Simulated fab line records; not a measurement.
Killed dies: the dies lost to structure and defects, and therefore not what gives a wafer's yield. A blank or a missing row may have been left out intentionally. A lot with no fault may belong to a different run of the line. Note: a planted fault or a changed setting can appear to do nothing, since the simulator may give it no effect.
Tool commonality check :: flow berkeleyCmos170 :: 14 lots and 42 wafers in the sample

WHAT PROMPTED THE OPENING
At UCB170_NWELL_TW_MEAS_16 the reading NWELL_TW is flagged on 2 of 14 lots. Fault-free wafers read 1242, with a standard deviation of 8.
Rule: a lot gets a flag if all its wafers with a number sit over 4 standard deviations from that mean, or if no wafer of it has a number. The rest of the lots are taken to be sound.

lot: L267
measured: day 2 18:35
on: filmMetro-04
NWELL_TW, wafer by wafer: 1240 1241 1238
flag: 

lot: L268
measured: day 3 02:29
on: filmMetro-04
NWELL_TW, wafer by wafer: 1240 1238 1243
flag: 

lot: L269
measured: day 3 06:20
on: filmMetro-02
NWELL_TW, wafer by wafer: 1249 1246 1248
flag: 

lot: L271
measured: day 3 13:27
on: filmMetro-02
NWELL_TW, wafer by wafer: 1251 1246 1253
flag: 

lot: L274
measured: day 4 05:43
on: filmMetro-03
NWELL_TW, wafer by wafer: 1250 1250 1244
flag: 

lot: L273
measured: day 4 05:49
on: filmMetro-04
NWELL_TW, wafer by wafer: 1237 1243 1228
flag: 

lot: L278
measured: day 5 01:07
on: filmMetro-04
NWELL_TW, wafer by wafer: 1235 1237 1235
flag: 

lot: L279
measured: day 5 01:14
on: filmMetro-02
NWELL_TW, wafer by wafer: 1257 1260 1253
flag: 

lot: L277
measured: day 5 01:31
on: filmMetro-03
NWELL_TW, wafer by wafer: 1245 1248 1240
flag: 

lot: L280
measured: day 5 11:29
on: filmMetro-04
NWELL_TW, wafer by wafer: 1243 1233 1238
flag: 

lot: L282
measured: day 6 00:43
on: filmMetro-02
NWELL_TW, wafer by wafer: 2091 2089 2090
flag: FLAGGED

lot: L285
measured: day 6 07:15
on: filmMetro-04
NWELL_TW, wafer by wafer: 2082 2071 2071
flag: FLAGGED

lot: L286
measured: day 6 16:49
on: filmMetro-02
NWELL_TW, wafer by wafer: 1241 1243 1252
flag: 

lot: L289
measured: day 7 13:59
on: filmMetro-04
NWELL_TW, wafer by wafer: 1231 1236 1235
flag: 
Averaged over the flagged lots the numbers come to 2082, +840 from the usual (+99 or more standard deviations).

TOOL THAT RAN EACH LOT
The record keeps 1 process step preceding the reading, out of 331 steps on the route. Each cell gives the tool, then ch followed by the chambers the sampled wafers passed through, then the start.
lot: L267
flag: 
UCB170_NWELL_IMPLANT_14: implanter-04 ch 0, day 2 18:21

lot: L268
flag: 
UCB170_NWELL_IMPLANT_14: implanter-03 ch 0, day 3 02:14

lot: L269
flag: 
UCB170_NWELL_IMPLANT_14: implanter-04 ch 0, day 3 06:05

lot: L271
flag: 
UCB170_NWELL_IMPLANT_14: implanter-02 ch 0, day 3 13:12

lot: L274
flag: 
UCB170_NWELL_IMPLANT_14: implanter-02 ch 0, day 4 05:29

lot: L273
flag: 
UCB170_NWELL_IMPLANT_14: implanter-03 ch 0, day 4 05:35

lot: L278
flag: 
UCB170_NWELL_IMPLANT_14: implanter-03 ch 0, day 5 00:52

lot: L279
flag: 
UCB170_NWELL_IMPLANT_14: implanter-04 ch 0, day 5 01:01

lot: L277
flag: 
UCB170_NWELL_IMPLANT_14: implanter-02 ch 0, day 5 01:17

lot: L280
flag: 
UCB170_NWELL_IMPLANT_14: implanter-03 ch 0, day 5 11:16

lot: L282
flag: FLAGGED
UCB170_NWELL_IMPLANT_14: implanter-04 ch 0, day 6 00:28

lot: L285
flag: FLAGGED
UCB170_NWELL_IMPLANT_14: implanter-04 ch 0, day 6 07:01

lot: L286
flag: 
UCB170_NWELL_IMPLANT_14: implanter-02 ch 0, day 6 16:34

lot: L289
flag: 
UCB170_NWELL_IMPLANT_14: implanter-03 ch 0, day 7 13:44
What the steps here do:
- UCB170_NWELL_IMPLANT_14
- UCB170_NWELL_TW_MEAS_16

FLAGGED AGAINST TOTAL, ONE TOOL AT A TIME (gauges that did the reading follow at the end)
step: UCB170_NWELL_IMPLANT_14
tool: implanter-02
lots run: 4
flagged: 0
share of the flagged lots: none
sound lots run after its first flagged lot: -

step: UCB170_NWELL_IMPLANT_14
tool: implanter-03
lots run: 5
flagged: 0
share of the flagged lots: none
sound lots run after its first flagged lot: -

step: UCB170_NWELL_IMPLANT_14
tool: implanter-04
lots run: 5
flagged: 2
share of the flagged lots: all
sound lots run after its first flagged lot: 0

step: UCB170_NWELL_TW_MEAS_16
tool: filmMetro-02
lots run: 5
flagged: 1
share of the flagged lots: some
sound lots run after its first flagged lot: 1 (L286)

step: UCB170_NWELL_TW_MEAS_16
tool: filmMetro-03
lots run: 2
flagged: 0
share of the flagged lots: none
sound lots run after its first flagged lot: -

step: UCB170_NWELL_TW_MEAS_16
tool: filmMetro-04
lots run: 7
flagged: 1
share of the flagged lots: some
sound lots run after its first flagged lot: 1 (L289)

THE TABLE: WHAT IT ALLOWS
In the table, 1 row covers all flagged lots: implanter-04 at UCB170_NWELL_IMPLANT_14.
- implanter-04 at UCB170_NWELL_IMPLANT_14 ran 5 lots, 2 of them flagged. Last sound lot L279 at day 5 01:01, first flagged lot L282 at day 6 00:28; a fault beginning in between fits. Its own readings (doseIonsCm2, faradayCurrentUA) fall more than 4 standard deviations out on all wafers of the flagged lots.
One tool is left: implanter-04 at UCB170_NWELL_IMPLANT_14.

WHAT WAS PUT IN BY THE SIMULATOR
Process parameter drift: implanter-04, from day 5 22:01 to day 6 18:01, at UCB170_NWELL_IMPLANT_14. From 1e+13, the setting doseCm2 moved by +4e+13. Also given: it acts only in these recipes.
Struck lots among those shown: L282, L285. The rule given above showed the same thing.
